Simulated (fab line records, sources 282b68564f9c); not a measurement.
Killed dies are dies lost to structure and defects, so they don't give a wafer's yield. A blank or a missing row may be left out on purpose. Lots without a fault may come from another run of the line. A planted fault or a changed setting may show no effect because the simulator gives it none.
A struck lot beside a sound one | flow rit_cmos | 30 steps out of a route of 202
Sound: wafers L632.1, L632.2, L632.5. Struck: wafers L628.2, L628.5. (L628.4 of the same lot was not struck and is left out.) The cause comes at the end.
At each step with rows: each side's tool, then ch and its chambers, then its first start. Under that, the readings that differ: sound wafers | struck wafers | difference of the means | sigmas: that difference in standard deviations of wafers without a fault.
alike: readings whose means differ by less than 2 such deviations, and words and numbers that are the same on both sides. not compared: withheld readings, readings that some wafer has no value for, bounds like >300 that may hide the same value, and numbers for which the record gives no deviation and whose values overlap.
The two part at a step that has a row with sigmas, a row that says differs or no value, or rows on one side only. Numbers that don't overlap but have no deviation are shown without sigmas and don't part them. A reading that every wafer of one side lacks parts them only if that side has two wafers or more.

first, 6 steps without rows for these wafers: RIT_SDANNEAL_RTA_03 (time 5 s); RIT_SILICIDE_WET_ETCH_00 (etches SiO2 in BOE, target depth 14 nm, time 15 s); RIT_SILICIDE_SPUTTER_01 (material Ti, target thk 30 nm, time 240 s); RIT_SILICIDE_RTA_04 (time 10 s, ramp up 5 s, ramp down 5 s); RIT_SILICIDE_WET_ETCH_05 (etches Ti in SPM, time 120 s); RIT_SILICIDE_RTA_06 (time 10 s, ramp up 5 s, ramp down 10 s).
RIT_CONTACT_CVD_00: deposits SiO2 from TEOS, target thk 400 nm, time 61 s.
  sound on pecvd-02 ch 0,1, day 7 13:30; struck on pecvd-04 ch 0, day 6 16:37
  reading                                  | sound           | struck      | difference | sigmas
  model.SiO2_of_CONTACT_CVD_00.thk_nm (nm) | 390.1 394.6 401 | 150.5 154.8 | -242.6     |
  alike: heater_power_w, susceptor_temp_C
RIT_CONTACT_THK_MEAS_01:
  sound on film_metro-04, day 7 13:33; struck on film_metro-04, day 6 16:40
  reading               | sound       | struck  | difference | sigmas
  CONTACT_TEOS_THK (nm) | 390 395 401 | 150 155 | -243       | -43
then, 7 steps without rows for these wafers: RIT_CONTACT_HMDS_02 (prime time 60 s); RIT_CONTACT_COAT_03 (resist thk 1000 nm); RIT_CONTACT_SOFTBAKE_04 (time 60 s); RIT_CONTACT_EXPOSE_05 (exposes mask M11, target cd 1000 nm); RIT_CONTACT_PEB_06; RIT_CONTACT_DEVELOP_07 (develop time 120 s); RIT_CONTACT_HARDBAKE_10 (time 60 s).
RIT_CONTACT_ETCH_11: etches SiO2 in CHF3/CF4/Ar, stops on TiSi2, target depth 480 nm, time 320 s.
  sound on rie_diel-03 ch 0,2,3, day 7 15:01; struck on rie_diel-01 ch 1,3, day 6 18:07
  reading                             | sound           | struck      | difference | sigmas
  model.etch.depth_nm (nm)            | 390.1 394.6 401 | 150.5 154.8 | -242.6     |
  model.CONTACT.feature_depth_nm (nm) | 390.1 394.6 401 | 150.5 154.8 | -242.6     |
  alike: drypump_motor_current_A, oes_product_au, throttle_valve_pct
  not compared: rf_hours_counter_h
then, 11 steps without rows for these wafers: RIT_CONTACT_STRIP_12 (strips in O2, time 180 s); RIT_CONTACT_CLEAN_13 (cleans in SC1, time 600 s); RIT_CONTACT_CLEAN_14 (cleans in SC2, time 600 s); RIT_M1_SPUTTER_00 (material Al, target thk 400 nm, time 500 s); RIT_M1_HMDS_03 (prime time 60 s); RIT_M1_COAT_04 (resist thk 1300 nm); RIT_M1_SOFTBAKE_05 (time 60 s); RIT_M1_EXPOSE_06 (exposes mask M12, target cd 2600 nm); RIT_M1_PEB_07; RIT_M1_DEVELOP_08 (develop time 68 s); RIT_M1_HARDBAKE_11 (time 120 s).
RIT_M1_METAL_ETCH_12: etches Al in Cl2/BCl3, stops on SiO2, time 165 s, target depth 600 nm.
  sound on rie_metal-01 ch 0,1, day 7 17:37; struck on rie_metal-02 ch 0,1, day 6 20:44
  reading                                  | sound             | struck      | difference | sigmas
  model.SiO2_of_CONTACT_CVD_00.thk_nm (nm) | 353.2 357.3 363.7 | 113.9 116.7 | -242.8     |
  alike: drypump_motor_current_A, oes_product_au, throttle_valve_pct
  not compared: rf_hours_counter_h
then, 1 step without rows for these wafers: RIT_M1_STRIP_13 (strips in nmp, time 600 s).
RIT_M1_PROBE_99:
  sound on prober-01, day 7 19:53; struck on prober-01, day 6 23:58
  reading                                                 | sound                | struck        | difference | sigmas
  model.etest.field_p_metal.vt_v (V)                      | -28.86 -28.64 -28.69 | -16.71 -16.82 | +11.96     |
  model.etest.nmos_0p15.junction_log10_a_um               | -13.46 -13.62 -13.56 | -10.1 -10.51  | +3.2       |
  model.etest.nmos_narrow.off_log10_a_um                  | -13.1 -13.21 -13.2   | -10.1 -10.51  | +2.9       |
  model.etest.gate_end_array.leak_log10_a_um              | -12.99 -12.85 -12.68 | -10.02 -10.35 | +2.66      |
  model.etest.nmos_0p3.off_log10_a_um                     | -13.07 -13.05 -12.94 | -10.1 -10.51  | +2.7       |
  model.etest.contact_diode_array.leak_log10_a (angstrom) | -9.441 -9.357 -9.483 | -6.797 -7.111 | +2.473     |
  model.etest.pmos_0p15.junction_log10_a_um               | -13.74 -13.85 -13.73 | -11.09 -11.51 | +2.47      |
  model.etest.pmos_0p3.off_log10_a_um                     | -12.94 -12.66 -12.68 | -11.09 -11.49 | +1.47      |
  alike: killed_at_front_end, killed_dies, killed_on_rim, killed_open, killed_short

WHERE THEY PART
Only at RIT_CONTACT_THK_MEAS_01, within this record. Later steps at which nothing parts them and some readings are alike: RIT_CONTACT_ETCH_11, RIT_M1_METAL_ETCH_12, RIT_M1_PROBE_99.

WHY: what the simulator had put in
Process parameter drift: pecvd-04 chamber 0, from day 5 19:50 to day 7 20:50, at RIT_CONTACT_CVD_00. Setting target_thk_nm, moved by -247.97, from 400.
